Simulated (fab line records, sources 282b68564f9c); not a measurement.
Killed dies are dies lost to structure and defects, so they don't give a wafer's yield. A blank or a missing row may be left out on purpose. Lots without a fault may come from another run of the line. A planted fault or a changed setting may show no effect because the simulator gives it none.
Split-lot experiment | flow rit_cmos | 5 lots, 23 wafers read, on a route of 202 steps

THE SPLIT
At RIT_PLDD_COAT_01 (resist thk 1000 nm), the setting resist_thk_nm was moved away from the recipe's 1000 nm on 6 of the 23 wafers read, by -3.5% to -2.6%. The other wafers ran this setting at the recipe's value.

FROM THE SPLIT TO THE READING: what the file shows between them, 3 steps
- RIT_PLDD_SOFTBAKE_02: time 60 s
- RIT_PLDD_EXPOSE_03: exposes mask M8, target cd 40900 nm
- RIT_PLDD_DEVELOP_05: develop time 50 s

THE READING
NOVOLAK_of_PLDD_COAT_01.thk_nm (the simulator's own value, which no gauge read), in nm, at RIT_PLDD_HARDBAKE_07 (time 60 s). The file gives no usual value for it. The 17 wafers here that ran the recipe average 883.0 nm, standard deviation 1.6 nm.

wafer  | tool, chamber at the split | resist_thk_nm as run, nm | against the recipe | NOVOLAK_of_PLDD_COAT_01.thk_nm, nm | against lot-mates on the recipe
L078.1 | litho_track-02, 0          | 1000                     | recipe             | 883.3                              | -
L078.2 | litho_track-02, 0          | 1000                     | recipe             | 882.9                              | -
L078.3 | litho_track-02, 0          | 1000                     | recipe             | 882.2                              | -
L078.4 | litho_track-02, 0          | 1000                     | recipe             | 880.5                              | -
L078.5 | litho_track-02, 0          | 1000                     | recipe             | 881.8                              | -
L079.1 | litho_track-01, 0          | 973.8                    | -2.6%              | 860.6                              | -23.7
L079.2 | litho_track-01, 0          | 973.8                    | -2.6%              | 859.9                              | -24.4
L079.3 | litho_track-01, 0          | 1000                     | recipe             | 884.5                              | -
L079.5 | litho_track-01, 0          | 1000                     | recipe             | 884.1                              | -
L079.6 | litho_track-01, 0          | 973.8                    | -2.6%              | 863.1                              | -21.2
L081.3 | litho_track-02, 0          | 1000                     | recipe             | 881.6                              | -
L081.4 | litho_track-02, 0          | 1000                     | recipe             | 884.4                              | -
L081.6 | litho_track-02, 0          | 1000                     | recipe             | 886.3                              | -
L082.1 | litho_track-03, 0          | 1000                     | recipe             | 884.1                              | -
L082.3 | litho_track-03, 0          | 965                      | -3.5%              | 849.2                              | -34.0
L082.4 | litho_track-03, 0          | 965                      | -3.5%              | 852.3                              | -30.9
L082.5 | litho_track-03, 0          | 1000                     | recipe             | 882.3                              | -
L082.6 | litho_track-03, 0          | 965                      | -3.5%              | 850.1                              | -33.1
L084.1 | litho_track-02, 0          | 1000                     | recipe             | 880.7                              | -
L084.2 | litho_track-02, 0          | 1000                     | recipe             | 882.2                              | -
L084.3 | litho_track-02, 0          | 1000                     | recipe             | 885.4                              | -
L084.5 | litho_track-02, 0          | 1000                     | recipe             | 883                                | -
L084.6 | litho_track-02, 0          | 1000                     | recipe             | 881.3                              | -

THE FIT
A straight line over all 23 wafers: NOVOLAK_of_PLDD_COAT_01.thk_nm changes by +8.95 nm for each +1% of resist_thk_nm; r = +0.99; the points scatter about the line by 1.8 nm.
The same after taking each lot's own level away (the mean of its wafers on the recipe; 23 wafers): +9.16 nm for each +1%; r = +0.99; scatter 1.5 nm.
On that fit, the largest move of resist_thk_nm shifts the reading by 32 nm.
The lots' own levels span 882.14 to 884.30 nm, that is 1.4 times the standard deviation above.
So the lot-to-lot level changes the slope little: the two slopes agree.
Check: with one of the wafers moved furthest among these (-3.5%) left out of the fit, the line predicts -31.5 nm for it against its lot-mates. It came out at -34 nm against them.

OTHER SPLITS ON THESE WAFERS
These wafers also went through other splits before the reading. Each is held against what the fit with the lots' levels taken away leaves over:
other split on the same wafers | wafers away from the commonest value | r with NOVOLAK_of_PLDD_COAT_01.thk_nm (lot level and that fit taken away)
RIT_NLDD_SOFTBAKE_02 temp_c    | 5                                    | +0.04

THE WHOLE CHAIN: every reading that the file lists as answering this split, in the file's order
step                 | what it does       | reading                                                                         | change (the file's fit)              | r (the file's)
RIT_PLDD_COAT_01     | resist thk 1000 nm | NOVOLAK_of_PLDD_COAT_01.thk_nm (the simulator's own value, which no gauge read) | +10.4 nm for each +1% of the setting | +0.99
RIT_PLDD_HARDBAKE_07 | time 60 s          | NOVOLAK_of_PLDD_COAT_01.thk_nm (the simulator's own value, which no gauge read) | +9.15 nm for each +1% of the setting | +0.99

THE FILE'S OWN FIT
NOVOLAK_of_PLDD_COAT_01.thk_nm changes by +9.15 nm for each +1% of resist_thk_nm, r = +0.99.
